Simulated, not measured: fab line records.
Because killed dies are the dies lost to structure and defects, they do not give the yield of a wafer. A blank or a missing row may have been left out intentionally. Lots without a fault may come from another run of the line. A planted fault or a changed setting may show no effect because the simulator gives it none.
fab line records || flow ritCmos
record {"lots": 14, "wafers": 42, "lastDay": 7}
route steps=202 shown NSD@139 M1@202
lots untouched by any fault: they come from a run of this same line in which no faults occurred
startH: start of the lot's first displayed wafer, in hours after the record's first day || waitH: time in hours since the lot's previous step || " identical to the entry in the row above || L1.1+2: a row that stands for several wafers || - no value present, or no start provided || * or withheld: withheld || < > ~ a bound
route shown NAME@n: a module of which the file shows steps, and the number in the route of the first || usual: the fault-free wafers' mean and standard deviation || same: alike in all rows || chamber/n: place in a boat || sites: readings site by site || _std_site: standard deviation of those values || _edge_site: outer sites' mean less inner sites' || radiusMm: for every site, how far away it sits from the centre of the wafer || mask NAME#n: copy n || behind: the last tool/chamber to shape the wafer || hold: why the lot went on hold/how many hours it stayed there/how the hold came to an end || device: transistor that didn't switch, given as n, p or np || end of line: the tests these same wafers got at the end of their route || where a step has no rows: the recipe by itself || killed: the dies lost at the first sort to structure and to defects; this is not the yield of the wafer || map: a wafer's dies, marking killed ones x, the rest . and places with no die _
set.NAME: setting as actually run; set.NAME@STEP: the setting as run at that earlier step || model.NAME: the simulator's own value behind a step, which no gauge read
one table for each step of the route and one row for each wafer, over a sample of lots
services: from which hour (startH, from the record's first day; less than 0 if before it) a tool's chamber was out of use, for how many hours, and why
## steps
# step RIT_NSD_IMPLANT_08
# recipe {"species": "P", "energyKev": 25, "doseCm2": 1e+15, "tiltDeg": 7}
{"lot.wafer": "L555.3+4+5", "tool": "implanter-03", "chamber": 0, "startH": 52.79, "waitH": 0.1}
{"lot.wafer": "L557.1+2+4", "tool": "implanter-03", "chamber": 0, "startH": 63.18, "waitH": 0.1}
{"lot.wafer": "L558.3+4+5", "tool": "implanter-02", "chamber": 0, "startH": 64.75, "waitH": 0.1}
{"lot.wafer": "L560.4+5+6", "tool": "implanter-03", "chamber": 0, "startH": 73.42, "waitH": 0.1}
{"lot.wafer": "L562.1+4+6", "tool": "implanter-02", "chamber": 0, "startH": 81.42, "waitH": 0.1}
{"lot.wafer": "L563.1+4+5", "tool": "implanter-03", "chamber": 0, "startH": 87.90, "waitH": 0.1}
{"lot.wafer": "L565.1+2+6", "tool": "implanter-03", "chamber": 0, "startH": 97.48, "waitH": 0.1}
{"lot.wafer": "L572.1+3+6", "tool": "implanter-03", "chamber": 0, "startH": 132.13, "waitH": 0.1}
{"lot.wafer": "L572.1+3+6", "tool": "implanter-03", "chamber": 0, "startH": 132.45, "waitH": 0.3}
{"lot.wafer": "L573.1+3+5", "tool": "implanter-04", "chamber": 0, "startH": 137.10, "waitH": 0.1}
{"lot.wafer": "L573.1+3+5", "tool": "implanter-04", "chamber": 0, "startH": 137.42, "waitH": 0.3}
{"lot.wafer": "L574.2+3+4", "tool": "implanter-02", "chamber": 0, "startH": 142.63, "waitH": 0.1}
{"lot.wafer": "L575.1+2+5", "tool": "implanter-03", "chamber": 0, "startH": 147.94, "waitH": 0.1}
{"lot.wafer": "L576.1+4+6", "tool": "implanter-04", "chamber": 0, "startH": 152.26, "waitH": 0.1}
{"lot.wafer": "L577.2+3+6", "tool": "implanter-03", "chamber": 0, "startH": 158.18, "waitH": 0.1}
{"lot.wafer": "L578.1+2+5", "tool": "implanter-02", "chamber": 0, "startH": 161.34, "waitH": 0.1}
# step RIT_NSD_TW_MEAS_10
# usual {"NSD_TW": "3118/44"}
{"lot.wafer": "L555.3", "tool": "filmMetro-03", "chamber": "-", "startH": 53.09, "waitH": 0.1, "NSD_TW": 3081}
{"lot.wafer": "L555.4", "tool": "filmMetro-03", "chamber": "-", "startH": 53.09, "waitH": 0.1, "NSD_TW": 3067}
{"lot.wafer": "L555.5", "tool": "filmMetro-03", "chamber": "-", "startH": 53.09, "waitH": 0.1, "NSD_TW": 3075}
{"lot.wafer": "L557.1", "tool": "filmMetro-04", "chamber": "-", "startH": 63.50, "waitH": 0.1, "NSD_TW": 3079}
{"lot.wafer": "L557.2", "tool": "filmMetro-04", "chamber": "-", "startH": 63.50, "waitH": 0.1, "NSD_TW": 3097}
{"lot.wafer": "L557.4", "tool": "filmMetro-04", "chamber": "-", "startH": 63.50, "waitH": 0.1, "NSD_TW": 3084}
{"lot.wafer": "L558.3", "tool": "filmMetro-02", "chamber": "-", "startH": 65.05, "waitH": 0.1, "NSD_TW": 3172}
{"lot.wafer": "L558.4", "tool": "filmMetro-02", "chamber": "-", "startH": 65.05, "waitH": 0.1, "NSD_TW": 3168}
{"lot.wafer": "L558.5", "tool": "filmMetro-02", "chamber": "-", "startH": 65.05, "waitH": 0.1, "NSD_TW": 3160}
{"lot.wafer": "L560.4", "tool": "filmMetro-03", "chamber": "-", "startH": 73.70, "waitH": 0.1, "NSD_TW": 3080}
{"lot.wafer": "L560.5", "tool": "filmMetro-03", "chamber": "-", "startH": 73.70, "waitH": 0.1, "NSD_TW": 3088}
{"lot.wafer": "L560.6", "tool": "filmMetro-03", "chamber": "-", "startH": 73.70, "waitH": 0.1, "NSD_TW": 3090}
{"lot.wafer": "L562.1", "tool": "filmMetro-02", "chamber": "-", "startH": 81.74, "waitH": 0.1, "NSD_TW": 3176}
{"lot.wafer": "L562.4", "tool": "filmMetro-02", "chamber": "-", "startH": 81.74, "waitH": 0.1, "NSD_TW": 3188}
{"lot.wafer": "L562.6", "tool": "filmMetro-02", "chamber": "-", "startH": 81.74, "waitH": 0.1, "NSD_TW": 3186}
{"lot.wafer": "L563.1", "tool": "filmMetro-02", "chamber": "-", "startH": 88.23, "waitH": 0.1, "NSD_TW": 3186}
{"lot.wafer": "L563.4", "tool": "filmMetro-02", "chamber": "-", "startH": 88.23, "waitH": 0.1, "NSD_TW": 3182}
{"lot.wafer": "L563.5", "tool": "filmMetro-02", "chamber": "-", "startH": 88.23, "waitH": 0.1, "NSD_TW": 3190}
{"lot.wafer": "L565.1", "tool": "filmMetro-02", "chamber": "-", "startH": 97.80, "waitH": 0.1, "NSD_TW": 3177}
{"lot.wafer": "L565.2", "tool": "filmMetro-02", "chamber": "-", "startH": 97.80, "waitH": 0.1, "NSD_TW": 3157}
{"lot.wafer": "L565.6", "tool": "filmMetro-02", "chamber": "-", "startH": 97.80, "waitH": 0.1, "NSD_TW": 3183}
{"lot.wafer": "L572.1", "tool": "filmMetro-03", "chamber": "-", "startH": 132.77, "waitH": 0.1, "NSD_TW": 3484}
{"lot.wafer": "L572.3", "tool": "filmMetro-03", "chamber": "-", "startH": 132.77, "waitH": 0.1, "NSD_TW": 3479}
{"lot.wafer": "L572.6", "tool": "filmMetro-03", "chamber": "-", "startH": 132.77, "waitH": 0.1, "NSD_TW": 3491}
{"lot.wafer": "L573.1", "tool": "filmMetro-02", "chamber": "-", "startH": 137.93, "waitH": 0.1, "NSD_TW": 3620}
{"lot.wafer": "L573.3", "tool": "filmMetro-02", "chamber": "-", "startH": 137.93, "waitH": 0.1, "NSD_TW": 3587}
{"lot.wafer": "L573.5", "tool": "filmMetro-02", "chamber": "-", "startH": 137.93, "waitH": 0.1, "NSD_TW": 3609}
{"lot.wafer": "L574.2", "tool": "filmMetro-03", "chamber": "-", "startH": 142.94, "waitH": 0.1, "NSD_TW": 3099}
{"lot.wafer": "L574.3", "tool": "filmMetro-03", "chamber": "-", "startH": 142.94, "waitH": 0.1, "NSD_TW": 3075}
{"lot.wafer": "L574.4", "tool": "filmMetro-03", "chamber": "-", "startH": 142.94, "waitH": 0.1, "NSD_TW": 3073}
{"lot.wafer": "L575.1", "tool": "filmMetro-04", "chamber": "-", "startH": 148.27, "waitH": 0.1, "NSD_TW": 3081}
{"lot.wafer": "L575.2", "tool": "filmMetro-04", "chamber": "-", "startH": 148.27, "waitH": 0.1, "NSD_TW": 3083}
{"lot.wafer": "L575.5", "tool": "filmMetro-04", "chamber": "-", "startH": 148.27, "waitH": 0.1, "NSD_TW": 3099}
{"lot.wafer": "L576.1", "tool": "filmMetro-03", "chamber": "-", "startH": 152.58, "waitH": 0.1, "NSD_TW": 3083}
{"lot.wafer": "L576.4", "tool": "filmMetro-03", "chamber": "-", "startH": 152.58, "waitH": 0.1, "NSD_TW": 3073}
{"lot.wafer": "L576.6", "tool": "filmMetro-03", "chamber": "-", "startH": 152.58, "waitH": 0.1, "NSD_TW": 3089}
{"lot.wafer": "L577.2", "tool": "filmMetro-03", "chamber": "-", "startH": 158.49, "waitH": 0.1, "NSD_TW": 3093}
{"lot.wafer": "L577.3", "tool": "filmMetro-03", "chamber": "-", "startH": 158.49, "waitH": 0.1, "NSD_TW": 3090}
{"lot.wafer": "L577.6", "tool": "filmMetro-03", "chamber": "-", "startH": 158.49, "waitH": 0.1, "NSD_TW": 3095}
{"lot.wafer": "L578.1", "tool": "filmMetro-03", "chamber": "-", "startH": 161.66, "waitH": 0.1, "NSD_TW": 3099}
{"lot.wafer": "L578.2", "tool": "filmMetro-03", "chamber": "-", "startH": 161.66, "waitH": 0.1, "NSD_TW": 3079}
{"lot.wafer": "L578.5", "tool": "filmMetro-03", "chamber": "-", "startH": 161.66, "waitH": 0.1, "NSD_TW": 3106}
# step RIT_SDANNEAL_RS_MEAS_05
# recipe {"thkMeasGauge": "four-point-probe"}
# usual {"NSD_RS": "84.49/0.29"}
{"lot.wafer": "L555.3", "tool": "filmMetro-02", "chamber": "-", "startH": 55.31, "waitH": 0.1, "NSD_RS[ohm/sq]": 84.53}
{"lot.wafer": "L555.4", "tool": "filmMetro-02", "chamber": "-", "startH": 55.31, "waitH": 0.1, "NSD_RS[ohm/sq]": 84.54}
{"lot.wafer": "L555.5", "tool": "filmMetro-02", "chamber": "-", "startH": 55.31, "waitH": 0.1, "NSD_RS[ohm/sq]": 84.37}
{"lot.wafer": "L557.1", "tool": "filmMetro-02", "chamber": "-", "startH": 65.55, "waitH": 0.1, "NSD_RS[ohm/sq]": 84.52}
{"lot.wafer": "L557.2", "tool": "filmMetro-02", "chamber": "-", "startH": 65.55, "waitH": 0.1, "NSD_RS[ohm/sq]": 84.01}
{"lot.wafer": "L557.4", "tool": "filmMetro-02", "chamber": "-", "startH": 65.55, "waitH": 0.1, "NSD_RS[ohm/sq]": 84.67}
{"lot.wafer": "L558.3", "tool": "filmMetro-04", "chamber": "-", "startH": 67.22, "waitH": 0.1, "NSD_RS[ohm/sq]": 84.30}
{"lot.wafer": "L558.4", "tool": "filmMetro-04", "chamber": "-", "startH": 67.22, "waitH": 0.1, "NSD_RS[ohm/sq]": 84.40}
{"lot.wafer": "L558.5", "tool": "filmMetro-04", "chamber": "-", "startH": 67.22, "waitH": 0.1, "NSD_RS[ohm/sq]": 84.09}
{"lot.wafer": "L560.4", "tool": "filmMetro-04", "chamber": "-", "startH": 75.88, "waitH": 0.1, "NSD_RS[ohm/sq]": 85.18}
{"lot.wafer": "L560.5", "tool": "filmMetro-04", "chamber": "-", "startH": 75.88, "waitH": 0.1, "NSD_RS[ohm/sq]": 84.81}
{"lot.wafer": "L560.6", "tool": "filmMetro-04", "chamber": "-", "startH": 75.88, "waitH": 0.1, "NSD_RS[ohm/sq]": 85.06}
{"lot.wafer": "L562.1", "tool": "filmMetro-03", "chamber": "-", "startH": 83.93, "waitH": 0.1, "NSD_RS[ohm/sq]": 84.18}
{"lot.wafer": "L562.4", "tool": "filmMetro-03", "chamber": "-", "startH": 83.93, "waitH": 0.1, "NSD_RS[ohm/sq]": 84.26}
{"lot.wafer": "L562.6", "tool": "filmMetro-03", "chamber": "-", "startH": 83.93, "waitH": 0.1, "NSD_RS[ohm/sq]": 84.42}
{"lot.wafer": "L563.1", "tool": "filmMetro-03", "chamber": "-", "startH": 90.26, "waitH": 0.1, "NSD_RS[ohm/sq]": 84.82}
{"lot.wafer": "L563.4", "tool": "filmMetro-03", "chamber": "-", "startH": 90.26, "waitH": 0.1, "NSD_RS[ohm/sq]": 84.68}
{"lot.wafer": "L563.5", "tool": "filmMetro-03", "chamber": "-", "startH": 90.26, "waitH": 0.1, "NSD_RS[ohm/sq]": 84.46}
{"lot.wafer": "L565.1", "tool": "filmMetro-03", "chamber": "-", "startH": 99.96, "waitH": 0.1, "NSD_RS[ohm/sq]": 83.95}
{"lot.wafer": "L565.2", "tool": "filmMetro-03", "chamber": "-", "startH": 99.96, "waitH": 0.1, "NSD_RS[ohm/sq]": 84.38}
{"lot.wafer": "L565.6", "tool": "filmMetro-03", "chamber": "-", "startH": 99.96, "waitH": 0.1, "NSD_RS[ohm/sq]": 83.88}
{"lot.wafer": "L572.1", "tool": "filmMetro-03", "chamber": "-", "startH": 134.80, "waitH": 0.1, "NSD_RS[ohm/sq]": 52.06}
{"lot.wafer": "L572.3", "tool": "filmMetro-03", "chamber": "-", "startH": 134.80, "waitH": 0.1, "NSD_RS[ohm/sq]": 52.07}
{"lot.wafer": "L572.6", "tool": "filmMetro-03", "chamber": "-", "startH": 134.80, "waitH": 0.1, "NSD_RS[ohm/sq]": 52.07}
{"lot.wafer": "L573.1", "tool": "filmMetro-04", "chamber": "-", "startH": 140.09, "waitH": 0.1, "NSD_RS[ohm/sq]": 52.41}
{"lot.wafer": "L573.3", "tool": "filmMetro-04", "chamber": "-", "startH": 140.09, "waitH": 0.1, "NSD_RS[ohm/sq]": 52.52}
{"lot.wafer": "L573.5", "tool": "filmMetro-04", "chamber": "-", "startH": 140.09, "waitH": 0.1, "NSD_RS[ohm/sq]": 52.42}
{"lot.wafer": "L574.2", "tool": "filmMetro-03", "chamber": "-", "startH": 145.25, "waitH": 0.1, "NSD_RS[ohm/sq]": 84.28}
{"lot.wafer": "L574.3", "tool": "filmMetro-03", "chamber": "-", "startH": 145.25, "waitH": 0.1, "NSD_RS[ohm/sq]": 84.05}
{"lot.wafer": "L574.4", "tool": "filmMetro-03", "chamber": "-", "startH": 145.25, "waitH": 0.1, "NSD_RS[ohm/sq]": 84.30}
{"lot.wafer": "L575.1", "tool": "filmMetro-02", "chamber": "-", "startH": 150.42, "waitH": 0.1, "NSD_RS[ohm/sq]": 84.68}
{"lot.wafer": "L575.2", "tool": "filmMetro-02", "chamber": "-", "startH": 150.42, "waitH": 0.1, "NSD_RS[ohm/sq]": 84.68}
{"lot.wafer": "L575.5", "tool": "filmMetro-02", "chamber": "-", "startH": 150.42, "waitH": 0.1, "NSD_RS[ohm/sq]": 84.62}
{"lot.wafer": "L576.1", "tool": "filmMetro-02", "chamber": "-", "startH": 154.61, "waitH": 0.1, "NSD_RS[ohm/sq]": 84.30}
{"lot.wafer": "L576.4", "tool": "filmMetro-02", "chamber": "-", "startH": 154.61, "waitH": 0.1, "NSD_RS[ohm/sq]": 84.20}
{"lot.wafer": "L576.6", "tool": "filmMetro-02", "chamber": "-", "startH": 154.61, "waitH": 0.1, "NSD_RS[ohm/sq]": 84.15}
{"lot.wafer": "L577.2", "tool": "filmMetro-02", "chamber": "-", "startH": 160.53, "waitH": 0.1, "NSD_RS[ohm/sq]": 84.26}
{"lot.wafer": "L577.3", "tool": "filmMetro-02", "chamber": "-", "startH": 160.53, "waitH": 0.1, "NSD_RS[ohm/sq]": 84.30}
{"lot.wafer": "L577.6", "tool": "filmMetro-02", "chamber": "-", "startH": 160.53, "waitH": 0.1, "NSD_RS[ohm/sq]": 84.30}
{"lot.wafer": "L578.1", "tool": "filmMetro-03", "chamber": "-", "startH": 163.73, "waitH": 0.1, "NSD_RS[ohm/sq]": 84.55}
{"lot.wafer": "L578.2", "tool": "filmMetro-03", "chamber": "-", "startH": 163.73, "waitH": 0.1, "NSD_RS[ohm/sq]": 84.35}
{"lot.wafer": "L578.5", "tool": "filmMetro-03", "chamber": "-", "startH": 163.73, "waitH": 0.1, "NSD_RS[ohm/sq]": 84.25}
# step RIT_M1_PROBE_99
# usual {"killed_at_M0_to_M3": "0.0/0.083", "killedAtContacts": "0.1/0.24", "killedAtFrontEnd": "7.1/2.8", "killedDies": "7.2/2.8", "killedOpen": "3.6/2.1", "killedShort": "3.6/1.9"}
# same {"grossDies": 264, "killed_at_M4_up": 0, "killedAtBackSide": 0, "killedAtOther": 0}
{"lot.wafer": "L573.1", "tool": "prober-02", "chamber": "-", "startH": 147.93, "waitH": 0.1, "killed_at_M0_to_M3": 0, "killedAtContacts": 0, "killedAtFrontEnd": 10, "killedDies": 10, "killedOpen": 5, "killedShort": 5}
{"lot.wafer": "L573.3", "tool": "prober-02", "chamber": "-", "startH": 148.03, "waitH": 0.2, "killed_at_M0_to_M3": 0, "killedAtContacts": 1, "killedAtFrontEnd": 12, "killedDies": 13, "killedOpen": 7, "killedShort": 6}
{"lot.wafer": "L573.5", "tool": "prober-02", "chamber": "-", "startH": 148.13, "waitH": 0.2, "killed_at_M0_to_M3": 0, "killedAtContacts": 0, "killedAtFrontEnd": 7, "killedDies": 7, "killedOpen": 3, "killedShort": 4}
# killed by level:class
L573.1 GATE:geometricParticle:short=4 GATE:geometricParticle:open=3 FOX1:geometricParticle:open=1 SILICIDE:geometricParticle:short=1 REOX:geometricParticle:open=1
L573.3 GATE:geometricParticle:short=3 GATE:geometricParticle:open=2 SILICIDE:geometricParticle:open=2 FOX1:geometricParticle:open=1 FOX2:geometricParticle:open=1 REOX:geometricParticle:short=1 REOX:geometricParticle:open=1 SILICIDE:geometricParticle:short=1
L573.5 FOX1:geometricParticle:short=1 FOX2:geometricParticle:short=1 GATE:geometricParticle:open=1 GATE:geometricParticle:short=1 REOX:geometricParticle:open=1 SILICIDE:geometricParticle:short=1 SILICIDE:geometricParticle:open=1
## services
{"tool": "implanter-04", "chamber": "-", "startH": 36.05, "hours": 80.3, "kind": "repair"}
{"tool": "implanter-04", "chamber": "-", "startH": 95.03, "hours": 3.4, "kind": "repair"}
{"tool": "implanter-04", "chamber": "-", "startH": 111.67, "hours": 1.7, "kind": "repair"}
{"tool": "implanter-04", "chamber": "-", "startH": 116.35, "hours": 11.3, "kind": "pm"}
{"tool": "implanter-03", "chamber": "-", "startH": 123.77, "hours": 4.4, "kind": "pm"}
{"tool": "implanter-03", "chamber": "-", "startH": 124.83, "hours": 2.8, "kind": "repair"}
{"tool": "implanter-04", "chamber": "-", "startH": 127.63, "hours": 4.0, "kind": "pm"}
{"tool": "implanter-04", "chamber": "-", "startH": 131.66, "hours": 2.2, "kind": "pm"}
{"tool": "implanter-03", "chamber": "-", "startH": 145.00, "hours": 1.8, "kind": "repair"}
## key
firstSign {"step": "RIT_NSD_IMPLANT_08", "reading": "visit", "direction": "added"}
effect {"step": "RIT_NSD_TW_MEAS_10", "reading": "NSD_TW", "direction": "up", "sigmas": 9.7, "usual": 3118, "struck": 3545}
effect {"step": "RIT_SDANNEAL_RS_MEAS_05", "reading": "NSD_RS", "direction": "down", "sigmas": "99+", "usual": 84.49, "struck": 52.26}
metAt RIT_NSD_IMPLANT_08
struckLots L572,L573
testerLeftOut L572,L573
fault {"kind": "repeatedStepWhole", "tool": "implanter-02,implanter-03,implanter-04", "chamber": "-", "onsetH": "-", "steps": "RIT_NSD_IMPLANT_08", "times": 1, "scope": "struckLotsOnly"}
# testerLeftOut: of these lots the tester's yield and bins aren't shown, on N5 and GAA mostly nor the transistor test; their killed dies are dies lost to structure and defects alone, not to doping, threshold or leakage, so they don't give the yield
